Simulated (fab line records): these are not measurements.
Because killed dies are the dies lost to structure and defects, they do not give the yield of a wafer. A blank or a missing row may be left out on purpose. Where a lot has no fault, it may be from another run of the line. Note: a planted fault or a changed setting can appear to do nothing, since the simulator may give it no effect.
The tool behind it: which one?	flow berkeley_cmos170	at 1 step of a route of 331, 7 lots with 21 wafers sampled

## WHAT THE GAUGES SHOWED, per wafer
UCB170_PSD_OVL_MEAS_07.
lot	measured	on	PSD_OVL (nm)
L691	day 8 08:49	overlay-01	-10 -10 -3
L699	day 9 22:47	overlay-01	7 5 6
L697	day 9 23:11	overlay-02	-5 -5 -5
L706	day 10 15:44	overlay-01	0 -3 0
L711	day 11 05:41	overlay-01	4 3 8
L709	day 11 05:58	overlay-01	2 -6 -6
L712	day 12 09:23	overlay-02	9 2 4

## WHAT TOOL EACH LOT RAN ON (gives the tool, then ch and the chambers of the sampled wafers, and finally the start)
The record holds no process step before these readings.

## THE ANSWER, worked out from the rows above alone
Rule: what is usual is taken from the lots themselves. The widest of any qualifying gaps counts: lots, ordered by their means at a reading, are off when they make up no more than a third of the lots, leave a main group of 4 or more, and stand apart from it by 3 or more times the standard deviation of that group's means. Not used: any main group whose means are identical at the precision the tables above print for the reading. Also off: a lot with no number at a reading for which 4 or more lots have one. All remaining lots with rows at the step are treated as sound.
Across all readings shown, no lot is off: no conclusion can be drawn from this.

## WHAT WAS PUT IN BY THE SIMULATOR
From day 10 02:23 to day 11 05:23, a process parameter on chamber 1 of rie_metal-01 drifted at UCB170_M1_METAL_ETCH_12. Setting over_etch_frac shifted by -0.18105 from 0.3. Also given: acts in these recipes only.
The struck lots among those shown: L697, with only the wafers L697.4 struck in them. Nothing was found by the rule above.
